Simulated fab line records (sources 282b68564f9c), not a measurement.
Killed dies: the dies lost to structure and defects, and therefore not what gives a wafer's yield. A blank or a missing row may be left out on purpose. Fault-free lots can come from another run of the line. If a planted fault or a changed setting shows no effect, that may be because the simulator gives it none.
One fault seen from 2 desks	flow rit cmos	each desk has only its own numbers; what lay behind them comes last

## METROLOGY DESK
What the gauges read for every lot (on any tool): the sampled wafers with a number, averaged. Marked OUT: a lot whose mean sits more than 4 standard deviations from the usual mean, which makes it out of limits; the brackets give that distance.
Columns: A = GATE_POLY_THK at RIT_GATE_THK_MEAS_09, usual 250.6 nm
lot	first seen here	A
L450	day 2 23:15	252.1
L451	day 3 01:22	253.9
L453	day 3 11:29	198.4 (-27) OUT
L454	day 3 17:23	250.6
L455	day 3 23:16	201.1 (-26) OUT
L456	day 4 00:52	250.2
L461	day 5 10:52	248.4
L465	day 6 19:22	251.0
L466	day 6 19:22	251.4
L467	day 7 01:12	251.8
L469	day 7 12:45	250.7
L470	day 7 16:14	248.7
L471	day 8 02:15	248.3
L472	day 8 02:15	253.8
Per this desk, out of limits: L453, L455; the first was L453, day 3 11:29 (GATE_POLY_THK at RIT_GATE_THK_MEAS_09). L450, L451, L454, L456, L461, L465, L466, L467, L469, L470, L471, L472 stayed within limits.

## THE TOOL OWNER'S DESK: lpcvd-01
The tool's own readings at RIT_GATE_CVD_08 (deposits poly-Si from SiH4, target thk 250 nm, time 2220 s): means of the sampled wafers that have a number, for each lot that ran on this tool. Marked OUT: a lot whose mean sits more than 4 standard deviations from the usual mean, which makes it out of limits; the brackets give that distance.
Columns: A = sih4 flow sccm at RIT_GATE_CVD_08, usual 100.00 sccm; B = spike tc load C at RIT_GATE_CVD_08, usual 629 C
lot	first seen here	A	B
L450	day 2 21:37	100.09	628
L451	day 2 23:44	100.31	632
L453	day 3 09:52	80.30 (-68) OUT	627
L455	day 3 21:38	79.94 (-69) OUT	632
L467	day 6 23:35	100.48	633
This desk finds L453, L455 out of limits, L453 being first, at day 3 09:52 (sih4 flow sccm at RIT_GATE_CVD_08). L450, L451, L467 stayed within limits.

## ALL TOGETHER
On L453, L455, at day 3 09:52, an alarm was possible from the tool owner's desk.
L453, L455 would have let the metrology desk raise an alarm at day 3 11:29.
The lots listed all ran RIT_GATE_CVD_08 on lpcvd-01.

## WHAT WAS PUT IN BY THE SIMULATOR
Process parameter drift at RIT_GATE_CVD_08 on lpcvd-01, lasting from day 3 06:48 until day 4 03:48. From 100, the setting sih4 flow sccm moved by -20.
Shown lots that were struck: L453, L455.
Time in hours from fault onset to the first out-of-limits reading at each desk: tool owner's desk 3, metrology desk 5.
